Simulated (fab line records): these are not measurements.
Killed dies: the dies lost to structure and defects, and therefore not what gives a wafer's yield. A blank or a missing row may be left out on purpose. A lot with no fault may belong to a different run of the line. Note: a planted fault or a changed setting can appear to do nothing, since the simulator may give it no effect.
8D (eight disciplines) problem report, filled in by code ; flow rit cmos ; the parts of the form that need people (team, actions taken, sign-off) are left out

## 1. PROBLEM STATEMENT
Mean of killed at front end at RIT_M1_PROBE_99: 35 across 6 wafers in 2 lots; on wafers with no fault it is 7 (standard deviation 3.1). That is +9.0 standard deviations from the usual mean.
Earliest sighting: wafer L612.2 on prober-01 at day 8 13:56. The record has a number at this step for 42 wafers belonging to 14 lots. The rule behind "out" and "out of limits": a value lying over 4 standard deviations away from the usual mean. Any other wafer with a number is counted as sound.

## 2. WHAT IT IS, WHAT IT ISN'T
question;is;is not
which readings at this step;killed at front end, killed dies;killed_at_M0_to_M3, killed at contacts, killed open, killed short
which lots;L612, L614;L593, L597, L598, L599, L600, L601, L602, L604, L605, L608, L615, L616
which wafers of those lots;all that have a number;-
read on which tools;prober-01;prober-02
when;from day 8 13:56;"up to then (30 sound wafers); but 6 sound wafers of L615, L616 came after"

## 3. SUSPECTS, AND WHAT RULES EACH OUT
Counting: any tool at a process step up to the reading is kept as a suspect provided that every lot that is out went through it and no sound lot did after the first of them.
- rie si-02 at RIT_GATE_ETCH_19 (etches poly-Si in SF6/CHF3/O2, stops on SiO2, time 165 s, target depth 312.5 nm): kept. All lots that are out passed through it, beginning with L612 at day 7 14:13, and no sound lot followed; its final sound lot before that point was L608 at day 6 04:59.
- prober-01 at RIT_M1_PROBE_99: ruled out as a lasting fault. The sound lots L615 went through it after L612, its earliest lot that is out (day 8 13:56).
The count leaves rie si-02 at RIT_GATE_ETCH_19.

## 4. THE CAUSE (what the simulator had put in)
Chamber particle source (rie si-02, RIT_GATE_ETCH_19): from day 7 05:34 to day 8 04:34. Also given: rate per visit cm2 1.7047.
Counting left only this tool.

## 5. THE CHAIN OF EFFECTS, in route order
Rows list readings where the struck wafers' mean (over those with a number) sits beyond 3 standard deviations from the usual. Readings are gone through only where the record gives a usual standard deviation; hours: the median, over the lots, of the time from a lot's start at the first step in this table giving one to that lot's start at this step; sigmas: the change measured in usual standard deviations.
hours;step;reading;usual;on struck wafers;change;sigmas
0;RIT_M1_PROBE_99;killed at front end;7;35;+28;+9.0
0;RIT_M1_PROBE_99;killed dies;7;35;+28;+9.0
Process steps it contains:
- RIT_M1_PROBE_99

## 6. HOW IT WOULD HAVE BEEN CAUGHT EARLIER
First out-of-limits reading in this record: day 8 13:56, which is 32 hours after fault onset at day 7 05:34.
Tool readings at RIT_GATE_ETCH_19 with a usual standard deviation given in the record: none out on any struck wafer, hence no alarm at a limit of 4 standard deviations on them.
All the lots that are out (2) had begun RIT_GATE_ETCH_19 on rie si-02 by day 8 13:56. Holding the tool at that point would not have protected any of them.
